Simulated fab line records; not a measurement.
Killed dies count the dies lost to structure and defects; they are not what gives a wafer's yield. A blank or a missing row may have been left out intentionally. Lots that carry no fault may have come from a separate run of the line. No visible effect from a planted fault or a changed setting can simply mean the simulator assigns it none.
fab line records	flow berkeleyCmos170
record: lots: 15	wafers: 45	lastDay: 11
route steps=331 shown NVT@113 SDANNEAL@205 CONTACT@234 V2@292
lots with no fault: from the same line, run without faults
startH: hours from the record's first day to the start of the lot's first wafer shown	waitH: time in hours since the lot's previous step	" the same as in the row above	L1.1+2: one row covering several wafers at once	- no value present, or no start provided	* or withheld: withheld	< > ~ a bound
route shown NAME@n: a module of which the file shows steps, and the number in the route of the first	usual: mean/standard deviation taken from wafers without a fault	same: alike in all rows	chamber/n: place in a boat	sites: the reading at each site	_std_site: how widely they spread, as a standard deviation	_edge_site: inner sites' mean taken away from outer sites' mean	radiusMm: for every site, how far away it sits from the centre of the wafer	mask NAME#n: copy n	behind: the tool/chamber that last shaped the wafer	hold: cause of the lot's hold/its duration in hours/its outcome	device: whichever transistor did not switch (one of n, p or np)	end of line: the same wafers' tests at the end of the route	for a step that has no rows: nothing shown but its recipe	killed: the dies lost at the first sort to structure and to defects; this is not the yield of the wafer	map: a wafer's dies, marking killed ones x, the rest . and places with no die _
set.NAME: the setting as run; set.NAME@STEP: as run at that earlier step	model.NAME: the simulator's own value behind a step, which no gauge read
steps of the route over a sample of lots; a table a step, a row a wafer
services: a tool's chamber out of use, with start hour (startH, from the record's first day; less than 0 if before it), hours out, and reason
== steps ==
step: UCB170_NVT_TW_MEAS_09
usual: NVT_TW: 523/9
lot.wafer	tool	chamber	startH	waitH	NVT_TW
L168.2	filmMetro-01	-	103.80	0.1	530
L168.3	"	-	"	"	526
L168.6	"	-	"	"	529
L169.2	filmMetro-02	-	116.10	0.1	514
L169.5	"	-	"	"	518
L169.6	"	-	"	"	514
L170.1	filmMetro-02	-	130.84	0.1	517
L170.2	"	-	"	"	511
L170.4	"	-	"	"	511
L171.1	filmMetro-04	-	135.25	0.1	535
L171.4	"	-	"	"	535
L171.6	"	-	"	"	532
L172.2	filmMetro-01	-	135.47	0.1	528
L172.3	"	-	"	"	527
L172.5	"	-	"	"	524
L175.1	filmMetro-01	-	140.71	0.1	527
L175.2	"	-	"	"	524
L175.5	"	-	"	"	527
L180.1	filmMetro-04	-	168.73	0.1	536
L180.2	"	-	"	"	535
L180.5	"	-	"	"	535
L183.2	filmMetro-02	-	177.29	0.1	512
L183.4	"	-	"	"	514
L183.6	"	-	"	"	513
L185.2	filmMetro-02	-	185.20	0.1	512
L185.4	"	-	"	"	513
L185.6	"	-	"	"	514
L186.1	filmMetro-02	-	197.46	0.1	517
L186.4	"	-	"	"	515
L186.6	"	-	"	"	519
L187.1	filmMetro-02	-	206.03	0.1	518
L187.4	"	-	"	"	518
L187.6	"	-	"	"	517
L188.1	filmMetro-04	-	211.93	0.1	536
L188.4	"	-	"	"	536
L188.6	"	-	"	"	534
L190.1	filmMetro-02	-	212.26	0.1	515
L190.4	"	-	"	"	516
L190.6	"	-	"	"	516
L189.4	filmMetro-04	-	212.35	0.1	533
L189.5	"	-	"	"	534
L189.6	"	-	"	"	535
L191.3	filmMetro-04	-	226.44	0.1	528
L191.4	"	-	"	"	533
L191.5	"	-	"	"	531
step: UCB170_SDANNEAL_RTA_01
recipe: tempC: 1050	timeS: 5	ambient: N2
usual: lampPowerPct: 39.6/2.1	wafer_temp_C_max: 1054.8/1
lot.wafer	tool	chamber	startH	waitH	lampPowerPct	wafer_temp_C_max
L168.2	rtpAnneal-01	0	132.90	0.1	38.3	1054.5
L168.3	"	0	"	"	38.2	1054.3
L168.6	"	0	"	"	38.2	1054.1
L169.2	rtpAnneal-01	0	150.72	0.1	38.3	1055.5
L169.5	"	0	"	"	38.3	1055.9
L169.6	"	0	"	"	38.3	1054.4
L170.1	rtpAnneal-02	0	156.29	0.1	42.9	1054.4
L170.2	"	0	"	"	43.0	1054.5
L170.4	"	0	"	"	43.0	1055.4
L175.1	rtpAnneal-01	0	166.27	0.1	38.3	1054.4
L175.2	"	0	"	"	38.3	1055.2
L175.5	"	0	"	"	38.3	1055.4
L171.1	rtpAnneal-02	0	166.72	0.1	43.0	1055.8
L171.4	"	0	"	"	43.0	1056.9
L171.6	"	0	"	"	42.9	1056.0
L172.2	rtpAnneal-02	0	167.18	0.1	43.0	1054.8
L172.3	"	0	"	"	43.1	1054.9
L172.5	"	0	"	"	42.9	1055.3
L180.1	rtpAnneal-01	0	200.17	0.1	38.3	1054.4
L180.2	"	0	"	"	38.3	1055.1
L180.5	"	0	"	"	38.3	1056.2
L183.2	rtpAnneal-02	0	211.51	0.1	43.0	1054.7
L183.4	"	0	"	"	42.9	1054.2
L183.6	"	0	"	"	43.1	1055.5
L185.2	rtpAnneal-01	0	212.05	0.1	38.3	1054.2
L185.4	"	0	"	"	38.3	1054.1
L185.6	"	0	"	"	38.3	1054.7
L186.1	rtpAnneal-01	0	228.65	0.1	38.2	1056.2
L186.4	"	0	"	"	38.3	1054.8
L186.6	"	0	"	"	38.3	1056.6
L187.1	rtpAnneal-02	0	236.24	0.1	43.0	1054.7
L187.4	"	0	"	"	43.0	1055.8
L187.6	"	0	"	"	43.0	1055.2
L188.1	rtpAnneal-02	0	240.55	0.1	43.0	1056.1
L188.4	"	0	"	"	42.9	1055.8
L188.6	"	0	"	"	43.0	1054.0
L190.1	rtpAnneal-01	0	240.72	0.1	38.3	1054.7
L190.4	"	0	"	"	38.2	1054.8
L190.6	"	0	"	"	38.2	1057.0
L189.4	rtpAnneal-01	0	240.93	0.1	38.3	1054.0
L189.5	"	0	"	"	38.2	1054.7
L189.6	"	0	"	"	38.3	1055.7
L191.3	rtpAnneal-02	0	252.28	0.1	43.0	1054.4
L191.4	"	0	"	"	42.9	1054.5
L191.5	"	0	"	"	43.0	1053.5
step: UCB170_CONTACT_ETCH_18
recipe: chemistry: CHF3/CF4/Ar	target: PSG	stopOn: TiSi2	CHF3_flow_sccm: 45	cf4FlowSccm: 15	Ar_flow_sccm: 150	pressureMtorr: 200	rfW: 700	targetDepthA: 8400	overEtchFrac: 0.2	timeS: 195
usual: CHF3_flow_sccm: 44.98/0.13	cf4FlowSccm: 15.00/0.049	drypumpMotorCurrentA: 5.6/0.39	oesProductAu: 0.902/0.014	throttleValvePct: 6.88/0.12
lot.wafer	tool	chamber	startH	waitH	CHF3_flow_sccm	cf4FlowSccm	drypumpMotorCurrentA	oesProductAu	rfHoursCounterH	throttleValvePct
L168.2	rieDiel-04	0	139	-	45.06	14.98	5.5	0.914	93	7.10
L168.3	"	2	"	"	44.90	14.95	6.3	0.902	117	6.73
L168.6	"	2	"	"	44.87	15.04	6.3	0.907	-	6.75
L169.2	rieDiel-03	1	157	-	45.12	15.01	5.7	0.918	19	6.79
L169.5	"	1	"	"	44.82	15.02	5.7	0.909	-	6.77
L169.6	"	2	"	"	45.05	15.09	5.0	0.891	-	6.71
L170.1	rieDiel-04	3	163	-	44.85	14.97	5.8	0.904	43	6.90
L170.2	"	1	"	"	45.01	14.92	5.2	0.900	2	6.95
L170.4	"	0	"	"	45.02	14.98	5.6	0.939	95	7.10
L175.1	rieDiel-03	0	171	-	-	-	-	-	-	-
L175.2	"	1	"	"	-	-	-	-	-	-
L175.5	"	3	"	"	-	-	-	-	-	-
L171.1	rieDiel-02	1	175	-	-	-	-	-	-	-
L171.4	"	3	"	"	-	-	-	-	-	-
L171.6	"	3	"	"	-	-	-	-	-	-
L172.2	rieDiel-04	3	175	-	-	-	-	-	-	-
L172.3	"	1	"	"	-	-	-	-	-	-
L172.5	"	2	"	"	-	-	-	-	-	-
L180.1	rieDiel-04	1	205	-	45.02	14.99	5.2	0.887	4	6.95
L180.2	"	0	"	"	44.98	15.04	5.6	0.917	97	7.11
L180.5	"	3	206	-	44.78	14.94	5.8	0.893	-	6.91
L185.2	rieDiel-02	0	217	-	44.95	15.01	5.2	0.917	0	6.95
L185.4	"	3	"	"	44.96	15.05	5.6	0.896	97	6.85
L185.6	"	1	218	-	45.12	14.96	5.4	0.905	-	6.80
L183.2	rieDiel-04	3	218	-	44.75	14.99	5.9	0.896	46	6.90
L183.4	"	1	"	"	45.04	14.98	5.2	0.889	5	6.94
L183.6	"	1	"	"	44.92	14.98	5.2	0.894	-	6.95
L186.1	rieDiel-04	0	235	-	45.05	14.98	5.5	0.923	99	7.10
L186.4	"	2	"	"	44.87	15.01	6.3	0.907	-	6.73
L186.6	"	0	"	"	44.85	15.01	5.5	0.913	-	7.11
L187.1	rieDiel-04	3	241	-	45.04	15.09	5.9	0.911	48	6.90
L187.4	"	3	"	"	44.92	15.06	5.9	0.901	-	6.91
L187.6	"	2	"	"	44.97	15.03	6.3	0.918	-	6.73
L188.1	rieDiel-02	3	245	-	44.96	15.01	5.7	0.881	98	6.85
L188.4	"	1	"	"	44.85	14.98	5.4	0.897	83	6.78
L188.6	"	0	"	"	45.00	14.99	5.2	0.912	-	6.96
L190.1	rieDiel-03	2	247	-	44.84	14.96	5.0	0.889	138	6.70
L190.4	"	0	"	"	45.07	14.96	5.1	0.883	25	6.83
L190.6	"	1	"	"	44.94	14.95	5.7	0.916	-	6.79
L189.4	rieDiel-04	2	247	-	44.88	15.06	6.3	0.917	-	6.75
L189.5	"	3	"	"	45.16	14.99	5.8	0.916	-	6.93
L189.6	"	0	"	"	44.88	15.10	5.5	0.926	-	7.11
L191.3	rieDiel-03	0	258	-	44.76	14.93	5.1	0.870	26	6.83
L191.4	"	0	"	"	44.77	15.05	5.1	0.874	-	6.84
L191.5	"	1	"	"	44.98	14.89	5.7	0.917	-	6.78
step: UCB170_CONTACT_CD_MEAS_90
recipe: targetCdNm: 700
usual: cdNm: 700.4/1.6
lot.wafer	tool	chamber	startH	waitH	cdNm
L168.2	cdSem-02	-	139.63	0.3	700.8
L168.3	"	-	"	"	699.1
L168.6	"	-	"	"	700.4
L169.2	cdSem-01	-	157.45	0.2	703.1
L169.5	"	-	"	"	700.4
L169.6	"	-	"	"	700.9
L170.1	cdSem-01	-	163.75	0.1	701.4
L170.2	"	-	"	"	700.6
L170.4	"	-	"	"	700.9
L175.1	cdSem-02	-	171.53	0.1	-
L175.2	"	-	"	"	-
L175.5	"	-	"	"	-
L171.1	cdSem-02	-	176.15	0.1	-
L171.4	"	-	"	"	-
L171.6	"	-	"	"	-
L172.2	cdSem-01	-	176.25	0.2	-
L172.3	"	-	"	"	-
L172.5	"	-	"	"	-
L180.1	cdSem-01	-	206.20	0.1	699.4
L180.2	"	-	"	"	700.6
L180.5	"	-	"	"	701.0
L185.2	cdSem-02	-	218.19	0.1	699.9
L185.4	"	-	"	"	701.1
L185.6	"	-	"	"	701.7
L183.2	cdSem-01	-	218.31	0.1	698.3
L183.4	"	-	"	"	698.7
L183.6	"	-	"	"	699.6
L186.1	cdSem-02	-	236.09	0.1	700.6
L186.4	"	-	"	"	699.3
L186.6	"	-	"	"	702.5
L187.1	cdSem-02	-	242.15	0.1	698.6
L187.4	"	-	"	"	700.3
L187.6	"	-	"	"	700.4
L188.1	cdSem-01	-	245.56	0.1	700.2
L188.4	"	-	"	"	702.6
L188.6	"	-	"	"	698.9
L190.1	cdSem-01	-	247.66	0.1	700.2
L190.4	"	-	"	"	698.8
L190.6	"	-	"	"	699.8
L189.4	cdSem-02	-	248.21	0.1	699.3
L189.5	"	-	"	"	699.3
L189.6	"	-	"	"	697.8
L191.3	cdSem-02	-	258.65	0.1	701.5
L191.4	"	-	"	"	699.6
L191.5	"	-	"	"	698.8
step: UCB170_V2_CVD_00
recipe: material: SiO2	targetThkNm: 2000	tempC: 390	precursor: TEOS/O2	timeS: 250	rfW: 550	pressureMtorr: 9000
usual: heaterPowerW: 241/87
lot.wafer	tool	chamber	startH	waitH	heaterPowerW
L168.2	pecvd-04	0	152.75	0.1	151
L168.3	"	1	"	"	224
L168.6	"	2	"	"	235
L169.2	pecvd-03	0	167.33	0.1	349
L169.5	"	0	"	"	271
L169.6	"	2	"	"	279
L170.1	pecvd-04	0	178.97	0.1	150
L170.2	"	2	"	"	262
L170.4	"	1	"	"	216
L180.1	pecvd-02	2	217.34	0.1	144
L180.2	"	0	"	"	191
L180.5	"	0	"	"	252
L185.2	pecvd-02	2	231.28	0.1	167
L185.4	"	2	"	"	122
L185.6	"	1	"	"	305
L183.2	pecvd-04	1	231.69	0.1	216
L183.4	"	0	"	"	154
L183.6	"	1	"	"	147
L186.1	pecvd-04	0	246.33	0.1	156
L186.4	"	0	"	"	94
L186.6	"	1	"	"	147
L187.1	pecvd-03	2	253.30	0.1	337
L187.4	"	0	"	"	273
L187.6	"	1	"	"	161
L188.1	pecvd-02	0	257.36	0.1	270
L188.4	"	0	"	"	193
L188.6	"	2	"	"	138
L190.1	pecvd-04	0	257.60	0.1	160
L190.4	"	1	"	"	149
L190.6	"	2	"	"	232
L189.4	pecvd-03	1	259.27	0.1	243
L189.5	"	0	"	"	272
L189.6	"	2	"	"	268
L191.3	pecvd-03	0	268.65	0.1	352
L191.4	"	0	"	"	280
L191.5	"	1	"	"	238
== services ==
tool	chamber	startH	hours	kind
rieDiel-04	-	113.87	2.8	pm
rieDiel-03	2	130.52	6.6	repair
rieDiel-03	0	139.13	9.1	repair
pecvd-04	-	161.20	14.6	pm
rtpAnneal-02	-	177.51	6.3	pm
pecvd-04	1	180.07	10.0	repair
rieDiel-02	0	186.63	-	clean
rieDiel-02	0	186.63	22.8	scheduledDown
rieDiel-02	0	186.63	22.8	ventCycle
pecvd-04	-	190.07	1.3	repair
rieDiel-03	-	203.80	4.0	pm
pecvd-03	-	214.32	4.3	pm
rieDiel-04	1	221.83	18.5	repair
pecvd-03	-	230.01	6.0	pm
rieDiel-04	1	240.86	7.1	repair
pecvd-02	-	242.50	14.0	pm
pecvd-02	0	242.50	14.0	ventCycle
pecvd-02	1	242.50	14.0	ventCycle
pecvd-02	2	242.50	14.0	ventCycle
rieDiel-04	1	253.62	16.3	repair
rieDiel-03	2	255.46	-	clean
pecvd-02	0	256.50	-	clean
pecvd-02	1	256.50	-	clean
pecvd-02	2	256.50	-	clean
== key ==
firstSign: step: UCB170_CONTACT_ETCH_18	reading: toolRecord	direction: missing
effect: step: UCB170_CONTACT_CD_MEAS_90	reading: cdNm	direction: missing
metAt UCB170_CONTACT_ETCH_18
struckLots L171,L172,L175
laterRowsLeftOut L171.1,L171.4,L171.6,L172.2,L172.3,L172.5,L175.1,L175.2,L175.5
sortLeftOut L171.1,L171.4,L171.6,L172.2,L172.3,L172.5,L175.1,L175.2,L175.5
testerLeftOut L171,L172,L175
notActingAt UCB170_NVT_TW_MEAS_09,UCB170_SDANNEAL_RTA_01,UCB170_V2_CVD_00
onsetBetween 163 171
fault: kind: skippedStepWhole	tool: rieDiel-02,rieDiel-03,rieDiel-04	chamber: -	onsetH: 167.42	steps: UCB170_CONTACT_ETCH_18	scope: struckLotsOnly
testerLeftOut: of these lots the tester's yield and bins aren't shown, on N5 and GAA mostly nor the transistor test; their killed dies are dies lost to structure and defects alone, not to doping, threshold or leakage, so they don't give the yield
sortLeftOut: the simulated sort isn't trusted on such a fault, so these wafers' sort isn't shown, and their yield isn't known
laterRowsLeftOut: the simulator's readings of these wafers behind a module that went badly wrong aren't trusted and aren't shown, but for the sort
